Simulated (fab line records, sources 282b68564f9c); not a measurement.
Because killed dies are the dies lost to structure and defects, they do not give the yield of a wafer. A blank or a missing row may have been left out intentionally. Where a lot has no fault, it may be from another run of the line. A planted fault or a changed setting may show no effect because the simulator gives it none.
fab line records	flow rit_cmos
record lots=14	wafers=42	last_day=7
route steps=202 shown CONTACT@171
lots with no fault: from the same line, run without faults
start_h: the number of hours between the record's first day and the start of the first shown wafer of the lot	wait_h: time in hours since the lot's previous step	" identical to the entry in the row above	L1.1+2: a single row standing in for several wafers	- no value, or no start given	* or withheld: withheld	< > ~ a bound
route shown NAME@n: a module of which the file shows steps, and the number in the route of the first	usual: mean/standard deviation of fault-free wafers	same: alike in all rows	chamber/n: place in a boat	sites: per-site readings	_std_site: the values' standard deviation	_edge_site: mean of outer sites minus mean of inner sites	radius_mm: for every site, how far away it sits from the centre of the wafer	mask NAME#n: copy n	behind: the most recent tool/chamber to have shaped the wafer	hold: reason for holding the lot/hours on hold/outcome of the hold	device: names the non-switching transistor (n, p or np)	end of line: at the end of the route, the tests of the same wafers	a step with no rows: only its recipe	killed: not the wafer's yield, but the dies lost to structure and defects at the first sort	map: the dies of a wafer, with x for killed, . for not killed, _ for no die there
set.NAME: the setting the step ran with; set.NAME@STEP: the setting that earlier step ran with	model.NAME: the simulator's own value behind a step, which no gauge read
the route's steps for a sample of lots (tables are steps, rows are wafers)
services: the hour from which a tool's chamber was out of use, counted from the record's first day as start_h (under 0 if before that day), plus the number of hours and why
## steps
# step RIT_CONTACT_COAT_03
# recipe resist=NOVOLAK	spin_rpm=3250	resist_thk_nm=1000
# usual dispense_pressure_kPa=53.0/1.2	spin_speed_rpm=3249.8/2.2
lot.wafer	tool	chamber	start_h	wait_h	dispense_pressure_kPa	spin_speed_rpm
L650.3	litho_track-04	0	50.14	0.1	53.2	3251.6
L650.4	"	0	"	"	53.3	3251.9
L650.6	"	0	"	"	53.2	3250.8
L654.1	litho_track-04	0	71.15	0.1	53.2	3251.1
L654.4	"	0	"	"	53.2	3251.9
L654.6	"	0	"	"	53.2	3248.9
L655.2	litho_track-04	0	75.24	0.1	53.2	3248.3
L655.4	"	0	"	"	53.2	3247.6
L655.5	"	0	"	"	53.2	3247.8
L656.1	litho_track-03	0	79.86	0.1	54.1	3248.5
L656.2	"	0	"	"	54.1	3246.0
L656.6	"	0	"	"	54.1	3252.7
L657.2	litho_track-02	0	85.99	0.1	51.1	3249.5
L657.4	"	0	"	"	51.2	3248.4
L657.5	"	0	"	"	51.1	3248.5
L658.3	litho_track-03	0	91.86	0.1	54.1	3251.6
L658.5	"	0	"	"	54.1	3251.0
L658.6	"	0	"	"	54.1	3249.7
L660.2	litho_track-04	0	100.39	0.1	53.2	3250.8
L660.5	"	0	"	"	53.1	3246.1
L660.6	"	0	"	"	53.1	3252.0
L664.3	litho_track-02	0	121.27	0.1	51.2	3250.2
L664.5	"	0	"	"	51.2	3253.2
L664.6	"	0	"	"	51.1	3251.4
L665.2	litho_track-04	0	126.15	0.1	53.1	3487.2
L665.4	"	0	"	"	53.1	3490.4
L665.6	"	0	"	"	53.2	3488.0
L666.3	litho_track-02	0	130.95	0.1	51.2	3254.2
L666.4	"	0	"	"	51.2	3251.1
L666.6	"	0	"	"	51.2	3252.6
L668.3	litho_track-03	0	140.69	0.1	54.2	3248.9
L668.5	"	0	"	"	54.1	3250.7
L668.6	"	0	"	"	54.1	3253.3
L669.1	litho_track-04	0	146.42	0.1	53.2	3490.2
L669.4	"	0	"	"	53.2	3491.0
L669.6	"	0	"	"	53.2	3486.7
L671.2	litho_track-03	0	155.43	0.1	54.1	3252.6
L671.3	"	0	"	"	54.2	3244.7
L671.6	"	0	"	"	54.1	3249.4
L672.1	litho_track-02	0	160.28	0.1	51.0	3250.8
L672.3	"	0	"	"	51.1	3249.7
L672.4	"	0	"	"	51.1	3245.9
## services
tool	chamber	start_h	hours	kind
litho_track-04	-	121.97	-	consumable_replace:filter
## key
first_sign step=RIT_CONTACT_COAT_03	reading=spin_speed_rpm	direction=up	sigmas=99+	usual=3249.8	struck=3488.9
effect none on later readings
met_at RIT_CONTACT_COAT_03
struck_lots L665,L669
tester_left_out L665,L669
onset_between 100.39 126.15
fault kind=process_parameter_drift	tool=litho_track-04	chamber=-	onset_h=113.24	steps=RIT_CONTACT_COAT_03	channel=spin_rpm	offset=240.69	shape=step	end_h=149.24	acts_in=these_recipes_only	stated=3250
# tester_left_out: of these lots the tester's yield and bins aren't shown, on N5 and GAA mostly nor the transistor test; their killed dies are dies lost to structure and defects alone, not to doping, threshold or leakage, so they don't give the yield
